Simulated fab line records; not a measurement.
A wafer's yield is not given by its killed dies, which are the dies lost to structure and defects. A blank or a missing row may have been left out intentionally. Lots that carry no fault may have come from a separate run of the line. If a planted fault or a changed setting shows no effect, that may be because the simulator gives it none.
Split-lot experiment ; flow berkeley_cmos170 ; 23 wafers read across 5 lots, on a route 331 steps long

SPLIT DETAILS
At UCB170_PVT_IMPLANT_07, the setting energy_kev was moved away from the recipe's 30 on 9 of the 23 wafers read, by -5.3% to +2.2%. This setting was run at the recipe's value on the other wafers.

The reading comes from the split's own step.

THE READING
In nm, at UCB170_PVT_IMPLANT_07: implant.drp_nm, which is the simulator's own figure and was read by no gauge. The file does not state a usual value for it.

wafer;tool, chamber at the split;energy_kev as run;against the recipe;implant.drp_nm, nm;against lot-mates on the recipe
L074.1;implanter-03, 0;28.42;-5.3%;16.03;-0.53
L074.2;implanter-03, 0;28.42;-5.3%;16.03;-0.53
L074.4;implanter-03, 0;30;recipe;16.56;-
L074.5;implanter-03, 0;30;recipe;16.56;-
L074.6;implanter-03, 0;30;recipe;16.56;-
L077.1;implanter-01, 0;30;recipe;16.56;-
L077.6;implanter-01, 0;30;recipe;16.56;-
L077.2;implanter-01, 0;29.17;-2.8%;16.28;-0.28
L077.3;implanter-01, 0;29.17;-2.8%;16.28;-0.28
L077.5;implanter-01, 0;29.17;-2.8%;16.28;-0.28
L079.3;implanter-03, 0;30;recipe;16.56;-
L079.4;implanter-03, 0;30;recipe;16.56;-
L079.5;implanter-03, 0;30;recipe;16.56;-
L080.1;implanter-02, 0;30;recipe;16.56;-
L080.3;implanter-02, 0;30;recipe;16.56;-
L080.6;implanter-02, 0;30;recipe;16.56;-
L080.4;implanter-02, 0;30.65;+2.2%;16.86;+0.30
L080.5;implanter-02, 0;30.65;+2.2%;16.86;+0.30
L081.1;implanter-01, 0;30;recipe;16.56;-
L081.3;implanter-01, 0;30;recipe;16.56;-
L081.4;implanter-01, 0;30;recipe;16.56;-
L081.2;implanter-01, 0;29.43;-1.9%;16.37;-0.19
L081.6;implanter-01, 0;29.43;-1.9%;16.37;-0.19

THE FIT
A straight line over all 23 wafers: implant.drp_nm changes by +0.107 nm for each +1% of energy_kev; r = +0.99; the points scatter about the line by 0.021 nm.
The same after taking each lot's own level away (the mean of its wafers on the recipe; 23 wafers): +0.107 nm for each +1%; r = +0.99; scatter 0.021 nm.
On that fit, the largest move of energy_kev shifts the reading by 0.56 nm.
The lots' own levels span 16.560 to 16.560 nm.
The two slopes are in agreement: the lot-to-lot level therefore moves the slope only a little.
Check: for one of the wafers moved furthest among these (-5.3%), held out of the fit, the line's prediction against its lot-mates is -0.559 nm. Against them it came out at -0.53 nm.

OTHER SPLITS APPLIED TO THESE WAFERS
Other splits were also applied to these wafers ahead of the reading. Each is held against what the fit with the lots' levels taken away leaves over:
other split on the same wafers;wafers away from the commonest value;r with implant.drp_nm (lot level and that fit taken away)
UCB170_PWELL_IMPLANT_15 dose_cm2;9;+0.23
UCB170_ACTIVE_CVD_05 sih2cl2_flow_sccm;15;+0.15
UCB170_ACTIVE_STRIP_16 power_w;6;+0.08
UCB170_FIELD_OXIDATION_01 temp_c;15;+0.27
UCB170_NVT_IMPLANT_07 energy_kev;6;-0.45

FILE'S OWN FIT
implant.drp_nm changes by +0.105 nm for each +1% of energy_kev, r = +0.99.
